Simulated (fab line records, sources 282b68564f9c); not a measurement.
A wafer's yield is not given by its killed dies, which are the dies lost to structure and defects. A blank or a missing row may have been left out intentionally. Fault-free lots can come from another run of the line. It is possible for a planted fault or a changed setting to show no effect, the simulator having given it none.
Struck lot and sound lot, side by side -- flow rit cmos -- 15 steps out of a route of 202
Sound: these wafers, L757.3, L757.4, L757.6. Wafers struck: L768.3, L768.5, L768.6. Last of all comes the cause.
At each step with rows: each side's tool, then ch and its chambers, then its first start. Under that, the readings that differ: sound wafers -- struck wafers -- difference of the means -- sigmas: that difference in standard deviations of wafers without a fault.
alike: words and numbers the same on both sides, and readings whose means are apart by under 2 such deviations; not compared: readings that were withheld, readings missing a value for some wafer, numbers with overlapping values and no deviation given by the record, and bounds like >300 which may hide the same value.
Wherever a step has rows on one side only, a row that says differs or no value, or a row with sigmas, the two part there. Non-overlapping numbers with no deviation appear without sigmas and do not part them. Lack of a reading on every wafer of one side parts them only where that side has two or more wafers.

first, 1 step without rows for these wafers: RIT_GATE_CVD_08 (deposits poly-Si from SiH4, target thk 250 nm, time 2220 s).
RIT_GATE_THK_MEAS_09:
  sound on film metro-04, day 3 02:46; struck on film metro-04, day 5 05:26
  alike: GATE_POLY_THK
then, 6 steps without rows for these wafers: RIT_GATE_HMDS_10 (prime time 60 s); RIT_GATE_COAT_11 (resist thk 850 nm); RIT_GATE_SOFTBAKE_12 (time 60 s); RIT_GATE_EXPOSE_13 (exposes mask M6, target cd 150 nm); RIT_GATE_PEB_14; RIT_GATE_DEVELOP_15 (develop time 50 s).
RIT_GATE_CD_MEAS_16: target cd 150 nm.
  sound on cd sem-01, day 3 03:41; struck on cd sem-01, day 5 06:26
reading,sound,struck,difference,sigmas
cd nm (nm),147.5 144.1 147.2,151.8 151.8 153.9,+6.2,+2
RIT_GATE_OVL_MEAS_17:
  sound on overlay-02, day 3 03:47; struck on overlay-02, day 5 06:31
  alike: GATE_OVL
then, 1 step without rows for these wafers: RIT_GATE_HARDBAKE_18 (time 60 s).
RIT_GATE_ETCH_19: etches poly-Si in SF6/CHF3/O2, stops on SiO2, time 165 s, target depth 312.5 nm.
  sound on rie si-01 ch 0,2,3, day 3 03:59; struck on rie si-02 ch 0,3, day 5 06:41
  alike: drypump motor current A, oes product au, throttle valve pct
  not compared: rf hours counter h
RIT_GATE_STRIP_20: strips in O2, time 180 s.
  sound on plasma asher-04 ch 0,1, day 3 04:09; struck on plasma asher-04 ch 0,1, day 5 06:52
  no value came back on the struck wafers for chamber pressure mTorr (mTorr), drypump motor current A (A); on the sound wafers chamber pressure mTorr (mTorr) reads 4002 3999 3997
reading,sound,struck,difference,sigmas
model.NOVOLAK_of_GATE_COAT_11.thk nm (nm),0 0 0,664.2 665.8 671.3,+667.1,
  not compared: rf hours counter h
RIT_GATE_CD_MEAS_90: target cd 150 nm.
  sound on cd sem-02, day 3 04:18; struck on cd sem-01, day 5 07:01
reading,sound,struck,difference,sigmas
cd nm (nm),147.3 144.4 146.9,151.8 151.9 154.1,+6.4,+3
RIT_M1_PROBE_99:
  sound on prober-02, day 4 00:18; struck on prober-02, day 6 05:09
reading,sound,struck,difference,sigmas
killed at front end,5 5 7,264 264 264,+258,+89
killed dies,5 5 7,264 264 264,+258,+89
killed on rim,1 0 0,70 70 70,+70,+50
  alike: killed open, killed short

WHERE THEY PART
Last at RIT_M1_PROBE_99 as far as this record goes, first at RIT_GATE_CD_MEAS_16.

WHY: whatever the simulator had introduced
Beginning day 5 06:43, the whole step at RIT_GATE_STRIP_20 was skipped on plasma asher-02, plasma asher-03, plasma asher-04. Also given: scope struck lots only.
